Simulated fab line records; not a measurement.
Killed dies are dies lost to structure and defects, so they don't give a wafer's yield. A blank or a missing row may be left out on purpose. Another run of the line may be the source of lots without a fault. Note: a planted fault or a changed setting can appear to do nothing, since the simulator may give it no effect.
Which tool was responsible? / flow rit-cmos / 15 lots with 45 wafers sampled at 2 steps, on a route of 202 steps

## WHAT THE GAUGES SHOWED, per wafer
RIT_PLDD_TW_MEAS_10. Usual: PLDD_TW gives 2335 (standard deviation 22).
lot=L791; measured=day 3 00:49; on=film-metro-01; PLDD_TW=2343 2338 2334; flag=
lot=L792; measured=day 3 10:35; on=film-metro-02; PLDD_TW=2325 2318 2322; flag=
lot=L793; measured=day 3 12:12; on=film-metro-01; PLDD_TW=2349 2343 2355; flag=
lot=L794; measured=day 3 16:02; on=film-metro-03; PLDD_TW=2307 2303 2310; flag=
lot=L795; measured=day 3 23:56; on=film-metro-01; PLDD_TW=2348 2340 2330; flag=
lot=L797; measured=day 4 07:19; on=film-metro-02; PLDD_TW=2301 2306 2311; flag=
lot=L801; measured=day 5 04:31; on=film-metro-02; PLDD_TW=2317 2314 2308; flag=
lot=L803; measured=day 5 13:49; on=film-metro-01; PLDD_TW=2376 2355 2359; flag=
lot=L804; measured=day 5 19:32; on=film-metro-01; PLDD_TW=2355 2354 2346; flag=
lot=L805; measured=day 5 23:13; on=film-metro-01; PLDD_TW=2372 2347 2366; flag=
lot=L807; measured=day 6 07:35; on=film-metro-03; PLDD_TW=30 30 30 30 30 30; flag=OFF
lot=L808; measured=day 6 19:03; on=film-metro-02; PLDD_TW=30 30 30 30 30 30; flag=OFF
lot=L809; measured=day 6 19:15; on=film-metro-01; PLDD_TW=30 30 30 30 30 30; flag=OFF
lot=L812; measured=day 7 09:35; on=film-metro-01; PLDD_TW=2342 2333 2343; flag=
lot=L813; measured=day 7 14:59; on=film-metro-02; PLDD_TW=2321 2304 2315; flag=

## TOOL THAT RAN EACH LOT (tool first, then ch and the chambers of the sampled wafers, then the start)
lot=L791; RIT_NLDD_STRIP_09=plasma-asher-03 ch 0,1, day 2 23:13
lot=L792; RIT_NLDD_STRIP_09=plasma-asher-03 ch 0, day 3 08:40
lot=L793; RIT_NLDD_STRIP_09=plasma-asher-04 ch 0,1, day 3 10:34
lot=L794; RIT_NLDD_STRIP_09=plasma-asher-03 ch 0,1, day 3 14:26
lot=L795; RIT_NLDD_STRIP_09=plasma-asher-03 ch 0,1, day 3 22:20
lot=L797; RIT_NLDD_STRIP_09=plasma-asher-02 ch 0,1, day 4 05:35
lot=L801; RIT_NLDD_STRIP_09=plasma-asher-04 ch 0,1, day 5 02:43
lot=L803; RIT_NLDD_STRIP_09=plasma-asher-04 ch 0,1, day 5 12:06
lot=L804; RIT_NLDD_STRIP_09=plasma-asher-03 ch 0,1, day 5 17:42
lot=L805; RIT_NLDD_STRIP_09=plasma-asher-03 ch 0,1, day 5 21:37
lot=L807; RIT_NLDD_STRIP_09=plasma-asher-03 ch 0,1, day 6 05:48
lot=L808; RIT_NLDD_STRIP_09=plasma-asher-03 ch 0,1, day 6 17:22
lot=L809; RIT_NLDD_STRIP_09=plasma-asher-02 ch 0,1, day 6 17:38
lot=L812; RIT_NLDD_STRIP_09=plasma-asher-04 ch 0, day 7 07:51
lot=L813; RIT_NLDD_STRIP_09=plasma-asher-02 ch 0,1, day 7 13:15
- RIT_NLDD_STRIP_09: strips in O2, time 180 s.

## WHAT THE TOOLS THEMSELVES READ (means of the sampled wafers that have a number; where no wafer has one, the mark that the record gives instead)
RIT_NLDD_STRIP_09. Usual: chamber-pressure-mTorr 4000 mTorr, standard deviation 4; drypump-motor-current-A 5.5 A, standard deviation 0.37.
lot=L791; tool=plasma-asher-03; chamber-pressure-mTorr (mTorr)=4000; drypump-motor-current-A (A)=5.1; flag=
lot=L792; tool=plasma-asher-03; chamber-pressure-mTorr (mTorr)=4000; drypump-motor-current-A (A)=4.8; flag=
lot=L793; tool=plasma-asher-04; chamber-pressure-mTorr (mTorr)=4003; drypump-motor-current-A (A)=5.7; flag=
lot=L794; tool=plasma-asher-03; chamber-pressure-mTorr (mTorr)=3995; drypump-motor-current-A (A)=5.1; flag=
lot=L795; tool=plasma-asher-03; chamber-pressure-mTorr (mTorr)=3998; drypump-motor-current-A (A)=5.1; flag=
lot=L797; tool=plasma-asher-02; chamber-pressure-mTorr (mTorr)=4001; drypump-motor-current-A (A)=5.4; flag=
lot=L801; tool=plasma-asher-04; chamber-pressure-mTorr (mTorr)=4004; drypump-motor-current-A (A)=5.7; flag=
lot=L803; tool=plasma-asher-04; chamber-pressure-mTorr (mTorr)=3998; drypump-motor-current-A (A)=5.7; flag=
lot=L804; tool=plasma-asher-03; chamber-pressure-mTorr (mTorr)=3999; drypump-motor-current-A (A)=5.1; flag=
lot=L805; tool=plasma-asher-03; chamber-pressure-mTorr (mTorr)=4000; drypump-motor-current-A (A)=5.1; flag=
lot=L807; tool=plasma-asher-03; chamber-pressure-mTorr (mTorr)=-; drypump-motor-current-A (A)=-; flag=OFF
lot=L808; tool=plasma-asher-03; chamber-pressure-mTorr (mTorr)=-; drypump-motor-current-A (A)=-; flag=OFF
lot=L809; tool=plasma-asher-02; chamber-pressure-mTorr (mTorr)=-; drypump-motor-current-A (A)=-; flag=OFF
lot=L812; tool=plasma-asher-04; chamber-pressure-mTorr (mTorr)=3998; drypump-motor-current-A (A)=5.8; flag=
lot=L813; tool=plasma-asher-02; chamber-pressure-mTorr (mTorr)=3999; drypump-motor-current-A (A)=5.4; flag=

## THE ANSWER, worked out from the rows above alone
Rule: take the mean of a lot's wafers that have a number; if it is more than 3 standard deviations from the usual mean, the lot is off. Also off: a lot with no number at a reading for which 4 or more lots have one. Where the step has rows for the other lots, those lots are counted as sound. The gauges are gone through in route order, then the tools' own readings, and for those a lot's mean is taken as printed above. At the first step where some lot is off, the reading lying furthest off is the one used; lots without a number count as furthest.
Off: L807, L808, L809, seen at RIT_PLDD_TW_MEAS_10 (PLDD_TW).
If a tool, at a process step before that reading, ran all the lots that are off and no sound lot after the first of them, it fits. The gauges at RIT_PLDD_TW_MEAS_10 aren't tried: what is off there is off at RIT_NLDD_STRIP_09 too, on other tools, and a gauge's error can't cause that. Of those tried, none fits.

## WHAT THE SIMULATOR HAD INSERTED
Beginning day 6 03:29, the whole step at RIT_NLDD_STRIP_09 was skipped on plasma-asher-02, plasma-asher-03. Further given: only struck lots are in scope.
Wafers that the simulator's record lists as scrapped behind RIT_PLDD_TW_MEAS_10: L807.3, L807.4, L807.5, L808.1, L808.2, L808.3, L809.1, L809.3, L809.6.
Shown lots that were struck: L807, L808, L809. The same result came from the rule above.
